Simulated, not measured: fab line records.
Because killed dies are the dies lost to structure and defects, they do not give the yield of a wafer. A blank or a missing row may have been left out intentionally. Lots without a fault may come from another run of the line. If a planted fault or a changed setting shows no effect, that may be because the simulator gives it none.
The tool behind it: which one? / flow rit_cmos / 14 lots with 42 wafers sampled at 3 steps, on a route of 202 steps

## WHAT THE GAUGES READ, wafer by wafer
RIT_GATE_THK_MEAS_07.
lot=L591; measured=day 2 13:18; on=film_metro-01; GATE_OXIDE_THK (nm)=3.00 2.94 2.96
lot=L592; measured=day 2 19:31; on=film_metro-03; GATE_OXIDE_THK (nm)=3.05 3.08 2.99
lot=L593; measured=day 2 23:38; on=film_metro-01; GATE_OXIDE_THK (nm)=2.96 2.93 3.03
lot=L594; measured=day 3 04:49; on=film_metro-02; GATE_OXIDE_THK (nm)=3.05 2.93 2.94
lot=L596; measured=day 3 22:54; on=film_metro-03; GATE_OXIDE_THK (nm)=2.94 2.92 3.05
lot=L599; measured=day 4 19:46; on=film_metro-03; GATE_OXIDE_THK (nm)=3.07 3.01 3.03
lot=L605; measured=day 6 02:04; on=film_metro-03; GATE_OXIDE_THK (nm)=3.04 3.05 3.02
lot=L604; measured=day 6 02:04; on=film_metro-01; GATE_OXIDE_THK (nm)=3.16 3.07 3.13
lot=L607; measured=day 6 06:28; on=film_metro-03; GATE_OXIDE_THK (nm)=3.02 2.98 2.97
lot=L609; measured=day 6 21:25; on=film_metro-03; GATE_OXIDE_THK (nm)=2.94 2.95 2.89
lot=L610; measured=day 6 21:25; on=film_metro-01; GATE_OXIDE_THK (nm)=3.02 2.96 2.95
lot=L611; measured=day 6 22:52; on=film_metro-01; GATE_OXIDE_THK (nm)=2.98 2.99 2.97
lot=L612; measured=day 7 09:22; on=film_metro-02; GATE_OXIDE_THK (nm)=3.04 3.04 3.03
lot=L614; measured=day 7 12:04; on=film_metro-03; GATE_OXIDE_THK (nm)=2.91 2.97 2.99

## EACH LOT AND THE TOOL THAT RAN IT (in order: tool; ch and the chambers of the sampled wafers; start)
lot=L591; RIT_PWELL_STRIP_09=plasma_asher-03 ch 0,1, day 2 02:04; RIT_NRETRO_EXPOSE_03=iline_stepper-02 ch 0, day 2 08:11
lot=L592; RIT_PWELL_STRIP_09=plasma_asher-03 ch 0,1, day 2 05:31; RIT_NRETRO_EXPOSE_03=iline_stepper-01 ch 0, day 2 12:33
lot=L593; RIT_PWELL_STRIP_09=plasma_asher-04 ch 0,1, day 2 10:29; RIT_NRETRO_EXPOSE_03=iline_stepper-01 ch 0, day 2 16:31
lot=L594; RIT_PWELL_STRIP_09=plasma_asher-03 ch 0,1, day 2 14:51; RIT_NRETRO_EXPOSE_03=iline_stepper-02 ch 0, day 2 21:14
lot=L596; RIT_PWELL_STRIP_09=plasma_asher-04 ch 0, day 3 01:16; RIT_NRETRO_EXPOSE_03=iline_stepper-01 ch 0, day 3 09:58
lot=L599; RIT_PWELL_STRIP_09=plasma_asher-02 ch 0,1, day 4 00:35; RIT_NRETRO_EXPOSE_03=iline_stepper-01 ch 0, day 4 09:51
lot=L605; RIT_PWELL_STRIP_09=plasma_asher-03 ch 0,1, day 5 03:13; RIT_NRETRO_EXPOSE_03=iline_stepper-02, day 5 13:23
lot=L604; RIT_PWELL_STRIP_09=plasma_asher-04 ch 0,1, day 5 03:27; RIT_NRETRO_EXPOSE_03=iline_stepper-01, day 5 13:38
lot=L607; RIT_PWELL_STRIP_09=plasma_asher-03 ch 0,1, day 5 18:11; RIT_NRETRO_EXPOSE_03=iline_stepper-01 ch 0, day 6 01:31
lot=L609; RIT_PWELL_STRIP_09=plasma_asher-02 ch 0, day 6 06:18; RIT_NRETRO_EXPOSE_03=iline_stepper-01 ch 0, day 6 14:46
lot=L610; RIT_PWELL_STRIP_09=plasma_asher-03 ch 0,1, day 6 06:44; RIT_NRETRO_EXPOSE_03=iline_stepper-02 ch 0, day 6 15:01
lot=L611; RIT_PWELL_STRIP_09=plasma_asher-02 ch 0,1, day 6 08:54; RIT_NRETRO_EXPOSE_03=iline_stepper-01 ch 0, day 6 15:19
lot=L612; RIT_PWELL_STRIP_09=plasma_asher-03 ch 0,1, day 6 20:23; RIT_NRETRO_EXPOSE_03=iline_stepper-01 ch 0, day 7 02:43
lot=L614; RIT_PWELL_STRIP_09=plasma_asher-04 ch 1, day 6 22:37; RIT_NRETRO_EXPOSE_03=iline_stepper-01 ch 0, day 7 06:05
- RIT_PWELL_STRIP_09: strips in O2, time 180 s.
- RIT_NRETRO_EXPOSE_03: exposes mask M4, target cd 43900 nm.

## WHAT THE TOOLS THEMSELVES READ (means of the sampled wafers that have a number; where no wafer has one, the mark that the record gives instead)
RIT_PWELL_STRIP_09.
lot=L591; tool=plasma_asher-03; drypump_motor_current_A (A)=5.9
lot=L592; tool=plasma_asher-03; drypump_motor_current_A (A)=5.4
lot=L593; tool=plasma_asher-04; drypump_motor_current_A (A)=6.7
lot=L594; tool=plasma_asher-03; drypump_motor_current_A (A)=5.9
lot=L596; tool=plasma_asher-04; drypump_motor_current_A (A)=6.8
lot=L599; tool=plasma_asher-02; drypump_motor_current_A (A)=5.3
lot=L605; tool=plasma_asher-03; drypump_motor_current_A (A)=5.4
lot=L604; tool=plasma_asher-04; drypump_motor_current_A (A)=6.7
lot=L607; tool=plasma_asher-03; drypump_motor_current_A (A)=5.9
lot=L609; tool=plasma_asher-02; drypump_motor_current_A (A)=5.4
lot=L610; tool=plasma_asher-03; drypump_motor_current_A (A)=5.9
lot=L611; tool=plasma_asher-02; drypump_motor_current_A (A)=5.3
lot=L612; tool=plasma_asher-03; drypump_motor_current_A (A)=5.4
lot=L614; tool=plasma_asher-04; drypump_motor_current_A (A)=6.6

RIT_NRETRO_EXPOSE_03.
lot=L591; tool=iline_stepper-02; exposure_dose_mJ_cm2=250.33; focus_offset_nm (nm)=0.2
lot=L592; tool=iline_stepper-01; exposure_dose_mJ_cm2=250.10; focus_offset_nm (nm)=-0.1
lot=L593; tool=iline_stepper-01; exposure_dose_mJ_cm2=249.93; focus_offset_nm (nm)=0.9
lot=L594; tool=iline_stepper-02; exposure_dose_mJ_cm2=249.54; focus_offset_nm (nm)=-0.5
lot=L596; tool=iline_stepper-01; exposure_dose_mJ_cm2=250.10; focus_offset_nm (nm)=-0.2
lot=L599; tool=iline_stepper-01; exposure_dose_mJ_cm2=250.24; focus_offset_nm (nm)=0.3
lot=L605; tool=iline_stepper-02; exposure_dose_mJ_cm2=-; focus_offset_nm (nm)=-
lot=L604; tool=iline_stepper-01; exposure_dose_mJ_cm2=-; focus_offset_nm (nm)=-
lot=L607; tool=iline_stepper-01; exposure_dose_mJ_cm2=250.26; focus_offset_nm (nm)=0.9
lot=L609; tool=iline_stepper-01; exposure_dose_mJ_cm2=250.05; focus_offset_nm (nm)=0.4
lot=L610; tool=iline_stepper-02; exposure_dose_mJ_cm2=249.79; focus_offset_nm (nm)=-0.4
lot=L611; tool=iline_stepper-01; exposure_dose_mJ_cm2=249.60; focus_offset_nm (nm)=-0.1
lot=L612; tool=iline_stepper-01; exposure_dose_mJ_cm2=250.23; focus_offset_nm (nm)=0.5
lot=L614; tool=iline_stepper-01; exposure_dose_mJ_cm2=250.04; focus_offset_nm (nm)=0.4

## THE ANSWER, worked out from the rows above alone
Rule: usual is defined by the lots themselves. The widest of any qualifying gaps counts: lots, ordered by their means at a reading, are off when they make up no more than a third of the lots, leave a main group of 4 or more, and stand apart from it by 3 or more times the standard deviation of that group's means. The tables above print the reading to a certain number of digits; a main group whose means all agree to those digits is not used. A lot without any number at a reading at which 4 lots or more have one is off too. Where the step has rows for the other lots, those lots are counted as sound. After the gauges, taken in route order, come the tools' own readings; for these a lot's mean is taken, as printed above. The first step at which some lot is off is used, and at that step the reading that is off furthest; a lot without a number counts as furthest.
Off at RIT_NRETRO_EXPOSE_03 (exposure_dose_mJ_cm2): L605, L604. Without a number there: L605, L604. Mean 250.02 and standard deviation 0.25 in the main group.
A tool fits if, at that step or a process step before it, it ran every lot that is off, and no sound lot after the first of them. Not one of the candidates tried fits.

## WHAT THE SIMULATOR HAD INSERTED
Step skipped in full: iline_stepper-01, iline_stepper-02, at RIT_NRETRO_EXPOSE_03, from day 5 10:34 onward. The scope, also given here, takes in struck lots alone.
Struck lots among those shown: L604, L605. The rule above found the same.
